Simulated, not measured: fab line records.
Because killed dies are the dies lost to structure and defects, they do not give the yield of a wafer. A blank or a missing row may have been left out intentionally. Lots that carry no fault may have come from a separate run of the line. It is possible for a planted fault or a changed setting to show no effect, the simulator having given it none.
What tool caused it? -- flow rit-cmos -- 14 lots, 42 wafers sampled, at 3 steps of a route of 202

## WHAT THE GAUGES SHOWED, per wafer
RIT_NSD_TW_MEAS_10. Usual: NSD_TW 3137, standard deviation 40.
lot,measured,on,NSD_TW,flag
L319,day 3 05:38,film-metro-02,3180 3161 3176,
L320,day 3 13:04,film-metro-01,3174 3185 3180,
L322,day 3 18:52,film-metro-03,3101 3113 3099,
L323,day 4 00:45,film-metro-02,3155 3177 3185,
L324,day 4 05:14,film-metro-03,3078 3100 3107,
L325,day 4 09:37,film-metro-01,3138 3164 3171,
L327,day 4 22:35,film-metro-03,3094 3067 3094,
L328,day 5 01:46,film-metro-02,3146 3166 3165,
L329,day 5 03:41,film-metro-02,3142 3140 3163,
L330,day 5 08:32,film-metro-01,3159 3182 3169,
L331,day 5 12:58,film-metro-01,3167 3156 3154,
L332,day 5 22:04,film-metro-03,3090 3065 3066,
L338,day 7 03:27,film-metro-02,2523 2537 2545 2548 2535 2537,OFF
L339,day 7 05:20,film-metro-01,2541 2543 2554 2541 2546 2540,OFF

RIT_SDANNEAL_RS_MEAS_05: the measuring method here is four-point-probe. Usual: NSD_RS 84.54 ohm/sq, standard deviation 0.28.
lot,measured,on,NSD_RS (ohm/sq),flag
L319,day 3 07:48,film-metro-01,84.47 84.55 84.51,
L320,day 3 15:14,film-metro-02,84.12 84.13 84.01,
L322,day 3 20:53,film-metro-02,84.40 84.55 84.42,
L323,day 4 02:53,film-metro-01,84.33 84.24 84.55,
L324,day 4 07:27,film-metro-03,85.00 84.57 84.66,
L325,day 4 11:52,film-metro-01,84.81 84.43 84.69,
L327,day 5 00:45,film-metro-02,84.64 84.79 84.73,
L328,day 5 04:03,film-metro-01,84.52 84.49 84.82,
L329,day 5 05:43,film-metro-02,84.83 84.83 84.92,
L330,day 5 10:45,film-metro-01,84.98 84.52 84.99,
L331,day 5 15:21,film-metro-02,84.35 84.46 84.10,
L332,day 6 00:36,film-metro-01,85.05 84.86 84.48,
L338,day 7 08:39,film-metro-02,175.36 174.84 174.12 175.56 174.53 173.89,OFF
L339,day 7 16:06,film-metro-02,176.52 175.42 176.35 176.74 175.69 176.98,OFF

## TOOL THAT RAN EACH LOT (tool first, then ch and the chambers of the sampled wafers, then the start)
lot,RIT_NSD_IMPLANT_08
L319,"implanter-03 ch 0, day 3 05:19"
L320,"implanter-02 ch 0, day 3 12:44"
L322,"implanter-03 ch 0, day 3 18:32"
L323,"implanter-03 ch 0, day 4 00:26"
L324,"implanter-04 ch 0, day 4 04:55"
L325,"implanter-03 ch 0, day 4 09:19"
L327,"implanter-02 ch 0, day 4 22:16"
L328,"implanter-03 ch 0, day 5 01:26"
L329,"implanter-03 ch 0, day 5 03:21"
L330,"implanter-03 ch 0, day 5 08:14"
L331,"implanter-04 ch 0, day 5 12:39"
L332,"implanter-02 ch 0, day 5 21:44"
L338,"implanter-04 ch 0, day 7 03:07"
L339,"implanter-04 ch 0, day 7 05:01"
- RIT_NSD_IMPLANT_08

## AS READ BY THE TOOLS THEMSELVES (means over the sampled wafers that have a number; for cases with no such wafer, the mark the record gives instead)
RIT_NSD_IMPLANT_08. Usual: dose-ions-cm2 9.999e+14, standard deviation 1.1e+12; end-station-pressure-torr 7.5e-06 Torr, standard deviation 3.9e-07; faraday-current-uA 3136, standard deviation 67.
lot,tool,dose-ions-cm2,end-station-pressure-torr (Torr),faraday-current-uA,flag
L319,implanter-03,9.992e+14,7.3e-06,3136,
L320,implanter-02,1.000e+15,7.6e-06,3192,
L322,implanter-03,1.000e+15,7.4e-06,3177,
L323,implanter-03,1.001e+15,7.7e-06,3095,
L324,implanter-04,9.990e+14,7.2e-06,3191,
L325,implanter-03,9.990e+14,7.5e-06,3156,
L327,implanter-02,9.996e+14,7.4e-06,3172,
L328,implanter-03,1.000e+15,7.4e-06,3140,
L329,implanter-03,1.002e+15,7.7e-06,3123,
L330,implanter-03,1.000e+15,7.7e-06,3206,
L331,implanter-04,1.001e+15,7.4e-06,3155,
L332,implanter-02,9.996e+14,7.2e-06,3131,
L338,implanter-04,4.001e+14,6.0e-06,1241,OFF
L339,implanter-04,3.995e+14,5.9e-06,1266,OFF

## THE ANSWER, worked out from the rows above alone
Rule: lot off if the mean of its wafers having a number is beyond 3 standard deviations from the usual mean. Also off: a lot with no number at a reading for which 4 or more lots have one. The other lots that the step has rows for count as sound. The gauges are gone through in route order, then the tools' own readings, and for those a lot's mean is taken as printed above. At the first step where some lot is off, the reading lying furthest off is the one used; lots without a number count as furthest.
Off: L338, L339, seen at RIT_NSD_TW_MEAS_10 (NSD_TW).
A tool fits if, at a process step before that reading, it ran every lot that is off, and no sound lot after the first of them. The gauges at RIT_NSD_TW_MEAS_10 aren't tried: what is off there is off at RIT_NSD_IMPLANT_08 too, on other tools, and a gauge's error can't cause that. One candidate fits, namely implanter-04 at RIT_NSD_IMPLANT_08. Its last sound lot is L331 (day 5 12:39), its first lot that is off L338 (day 7 03:07): a fault that began between those two fits.
The tool's own readings at RIT_NSD_IMPLANT_08 bear it out: on the lots that are off they differ by more than 5 times the standard deviation of the sound lots' means. dose-ions-cm2 reads 3.998e+14 there against 1.000e+15 on the sound lots; end-station-pressure-torr reads 6.0e-06 Torr there against 7.5e-06 Torr on the sound lots; faraday-current-uA reads 1254 there against 3156 on the sound lots.

## WHAT HAD BEEN PUT IN BY THE SIMULATOR
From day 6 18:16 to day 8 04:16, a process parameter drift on implanter-04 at RIT_NSD_IMPLANT_08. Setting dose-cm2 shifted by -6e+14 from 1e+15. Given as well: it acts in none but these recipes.
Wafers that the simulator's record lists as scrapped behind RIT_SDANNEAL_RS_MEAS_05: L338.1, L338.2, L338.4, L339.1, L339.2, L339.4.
Lots struck among those shown: L338, L339. The rule given above showed the same thing.
